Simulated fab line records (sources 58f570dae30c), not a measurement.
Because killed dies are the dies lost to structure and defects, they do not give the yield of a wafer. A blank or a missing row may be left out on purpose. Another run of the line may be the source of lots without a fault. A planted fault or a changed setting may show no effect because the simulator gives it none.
Split-lot study :: flow berkeleyCmos170 :: 23 wafers read across 5 lots, on a route 331 steps long

## THE SPLIT ITSELF
At UCB170_PWELL_PEB_11, the setting pebTempC was moved away from the recipe's 130 C on 8 of the 23 wafers read, by -2.5% to +2.1%. The other wafers ran this setting at the recipe's value.

## BETWEEN THE SPLIT AND THE READING: the file shows 1 step in between
- UCB170_PWELL_DEVELOP_12: develop time 45 s

## THE READING
PWELL.cdNm (the simulator's own value, which no gauge read), in nm, at UCB170_PWELL_ETCH_14 (etches Si3N4 in CH3F/Ar/O2, stops on SiO2, target depth 242 nm, time 151 s). No usual value for it is given in the file. The 15 wafers here that ran the recipe average 2999 nm, standard deviation 1.7 nm.

wafer: L075.1
tool, chamber at the split: lithoTrack-02, 0
pebTempC as run, C: 130
against the recipe: recipe
PWELL.cdNm, nm: 3000
against lot-mates on the recipe: -

wafer: L075.3
tool, chamber at the split: lithoTrack-02, 0
pebTempC as run, C: 130
against the recipe: recipe
PWELL.cdNm, nm: 3000
against lot-mates on the recipe: -

wafer: L075.4
tool, chamber at the split: lithoTrack-02, 0
pebTempC as run, C: 130
against the recipe: recipe
PWELL.cdNm, nm: 3000
against lot-mates on the recipe: -

wafer: L075.5
tool, chamber at the split: lithoTrack-02, 0
pebTempC as run, C: 126.7
against the recipe: -2.5%
PWELL.cdNm, nm: 2974
against lot-mates on the recipe: -26

wafer: L075.6
tool, chamber at the split: lithoTrack-02, 0
pebTempC as run, C: 126.7
against the recipe: -2.5%
PWELL.cdNm, nm: 2974
against lot-mates on the recipe: -26

wafer: L078.2
tool, chamber at the split: lithoTrack-03, 0
pebTempC as run, C: 128.1
against the recipe: -1.5%
PWELL.cdNm, nm: 2985
against lot-mates on the recipe: -13

wafer: L078.4
tool, chamber at the split: lithoTrack-03, 0
pebTempC as run, C: 128.1
against the recipe: -1.5%
PWELL.cdNm, nm: 2985
against lot-mates on the recipe: -13

wafer: L078.3
tool, chamber at the split: lithoTrack-03, 0
pebTempC as run, C: 130
against the recipe: recipe
PWELL.cdNm, nm: 2998
against lot-mates on the recipe: -

wafer: L078.5
tool, chamber at the split: lithoTrack-03, 0
pebTempC as run, C: 130
against the recipe: recipe
PWELL.cdNm, nm: 2998
against lot-mates on the recipe: -

wafer: L078.6
tool, chamber at the split: lithoTrack-03, 0
pebTempC as run, C: 128.1
against the recipe: -1.5%
PWELL.cdNm, nm: 2983
against lot-mates on the recipe: -15

wafer: L079.1
tool, chamber at the split: lithoTrack-03, 0
pebTempC as run, C: 132.7
against the recipe: +2.1%
PWELL.cdNm, nm: 3019
against lot-mates on the recipe: +16

wafer: L079.3
tool, chamber at the split: lithoTrack-03, 0
pebTempC as run, C: 132.7
against the recipe: +2.1%
PWELL.cdNm, nm: 3019
against lot-mates on the recipe: +16

wafer: L079.2
tool, chamber at the split: lithoTrack-03, 0
pebTempC as run, C: 130
against the recipe: recipe
PWELL.cdNm, nm: 3003
against lot-mates on the recipe: -

wafer: L079.4
tool, chamber at the split: lithoTrack-03, 0
pebTempC as run, C: 130
against the recipe: recipe
PWELL.cdNm, nm: 3002
against lot-mates on the recipe: -

wafer: L079.6
tool, chamber at the split: lithoTrack-03, 0
pebTempC as run, C: 132.7
against the recipe: +2.1%
PWELL.cdNm, nm: 3018
against lot-mates on the recipe: +16

wafer: L081.1
tool, chamber at the split: lithoTrack-04, 0
pebTempC as run, C: 130
against the recipe: recipe
PWELL.cdNm, nm: 2998
against lot-mates on the recipe: -

wafer: L081.4
tool, chamber at the split: lithoTrack-04, 0
pebTempC as run, C: 130
against the recipe: recipe
PWELL.cdNm, nm: 2998
against lot-mates on the recipe: -

wafer: L081.5
tool, chamber at the split: lithoTrack-04, 0
pebTempC as run, C: 130
against the recipe: recipe
PWELL.cdNm, nm: 2998
against lot-mates on the recipe: -

wafer: L081.3
tool, chamber at the split: lithoTrack-04, 0
pebTempC as run, C: 130
against the recipe: recipe
PWELL.cdNm, nm: 2997
against lot-mates on the recipe: -

wafer: L081.6
tool, chamber at the split: lithoTrack-04, 0
pebTempC as run, C: 130
against the recipe: recipe
PWELL.cdNm, nm: 2999
against lot-mates on the recipe: -

wafer: L084.1
tool, chamber at the split: lithoTrack-03, 0
pebTempC as run, C: 130
against the recipe: recipe
PWELL.cdNm, nm: 2998
against lot-mates on the recipe: -

wafer: L084.2
tool, chamber at the split: lithoTrack-03, 0
pebTempC as run, C: 130
against the recipe: recipe
PWELL.cdNm, nm: 2997
against lot-mates on the recipe: -

wafer: L084.5
tool, chamber at the split: lithoTrack-03, 0
pebTempC as run, C: 130
against the recipe: recipe
PWELL.cdNm, nm: 2997
against lot-mates on the recipe: -

FIT RESULTS
A straight line over all 23 wafers: PWELL.cdNm changes by +9.71 nm for each +1% of pebTempC; r = +0.99; the points scatter about the line by 1.5 nm.
The same after taking each lot's own level away (the mean of its wafers on the recipe; 23 wafers): +9.01 nm for each +1%; r = +0.99; scatter 1.3 nm.
Per that fit: largest pebTempC move, reading shift of 23 nm.
The span of the lots' own levels, 2997.3 to 3002.5 nm, comes to 3.0 times the standard deviation stated above.
The two slopes are in agreement: the lot-to-lot level therefore moves the slope only a little.
Check: -22.8 nm against its lot-mates is what the line predicts for one of the wafers moved furthest among these (-2.5%) when that wafer is left out of the fit. Against them it came out at -26 nm.

## OTHER SPLITS APPLIED TO THESE WAFERS
Other splits were also applied to these wafers ahead of the reading. Each is held against what the fit with the lots' levels taken away leaves over:
other split on the same wafers: UCB170_PWELL_CVD_05 pressureMtorr
wafers away from the commonest value: 15
r with PWELL.cdNm (lot level and that fit taken away): -0.37

other split on the same wafers: UCB170_PWELL_COAT_08 spinRpm
wafers away from the commonest value: 4
r with PWELL.cdNm (lot level and that fit taken away): -0.17

## THE FILE'S OWN FIT
PWELL.cdNm changes by +9.14 nm for each +1% of pebTempC, r = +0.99.
